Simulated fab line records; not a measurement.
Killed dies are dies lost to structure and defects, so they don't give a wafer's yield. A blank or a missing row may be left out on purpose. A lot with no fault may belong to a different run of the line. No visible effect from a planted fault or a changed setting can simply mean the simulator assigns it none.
Split-lot experiment ; flow rit-cmos ; 23 wafers read from 5 lots, route of 202 steps

## ABOUT THE SPLIT
At RIT_NSD_IMPLANT_08, the setting energy-kev was moved away from the recipe's 25 on 5 of the 23 wafers read, by -3.2% to +2.1%. All remaining wafers had this setting at the recipe value.

The reading comes from the split's own step.

## THE READING
implant.drp-nm (the simulator's own value, which no gauge read), in nm, at RIT_NSD_IMPLANT_08. The file gives no usual value for it.

wafer;tool, chamber at the split;energy-kev as run;against the recipe;implant.drp-nm, nm;against lot-mates on the recipe
L075.2;implanter-01, 0;25;recipe;14.84;-
L075.3;implanter-01, 0;25;recipe;14.84;-
L075.4;implanter-01, 0;25;recipe;14.84;-
L075.5;implanter-01, 0;25;recipe;14.84;-
L075.6;implanter-01, 0;25;recipe;14.84;-
L076.1;implanter-02, 0;25.53;+2.1%;15.03;+0.19
L076.6;implanter-02, 0;25.53;+2.1%;15.03;+0.19
L076.2;implanter-02, 0;25;recipe;14.84;-
L076.4;implanter-02, 0;25;recipe;14.84;-
L076.5;implanter-02, 0;25;recipe;14.84;-
L081.3;implanter-03, 0;25;recipe;14.84;-
L081.4;implanter-03, 0;25;recipe;14.84;-
L081.6;implanter-03, 0;25;recipe;14.84;-
L082.1;implanter-01, 0;25;recipe;14.84;-
L082.3;implanter-01, 0;25;recipe;14.84;-
L082.4;implanter-01, 0;25;recipe;14.84;-
L082.5;implanter-01, 0;25;recipe;14.84;-
L082.6;implanter-01, 0;25;recipe;14.84;-
L085.2;implanter-01, 0;25;recipe;14.84;-
L085.6;implanter-01, 0;25;recipe;14.84;-
L085.3;implanter-01, 0;24.19;-3.2%;14.55;-0.29
L085.4;implanter-01, 0;24.19;-3.2%;14.55;-0.29
L085.5;implanter-01, 0;24.19;-3.2%;14.55;-0.29

THE FIT
A straight line over all 23 wafers: implant.drp-nm changes by +0.0895 nm for each +1% of energy-kev; r = +1.00; the points scatter about the line by 6e-05 nm.
The same after taking each lot's own level away (the mean of its wafers on the recipe; 23 wafers): +0.0895 nm for each +1%; r = +1.00; scatter 6e-05 nm.
According to that fit, moving energy-kev by its largest amount changes the reading by 0.29 nm.
The lots' own levels span 14.840 to 14.840 nm.
Consequently the slope shifts little with the lot-to-lot level, the two slopes agreeing.
Check: with one of the wafers moved furthest among these (-3.2%) left out of the fit, the line predicts -0.29 nm for it against its lot-mates. It came out at -0.29 nm against them.

## THE OTHER SPLITS THESE WAFERS WENT THROUGH
Note: prior to the reading, these wafers also went through further splits. Each is held against what the fit with the lots' levels taken away leaves over:
other split on the same wafers;wafers away from the commonest value;r with implant.drp-nm (lot level and that fit taken away)
RIT_SPACER_CVD_03 sih2cl2-flow-sccm;15;-0.30
RIT_NSD_COAT_01 resist-thk-nm;7;-0.18

## FILE'S OWN FIT
implant.drp-nm changes by +0.0898 nm for each +1% of energy-kev, r = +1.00.
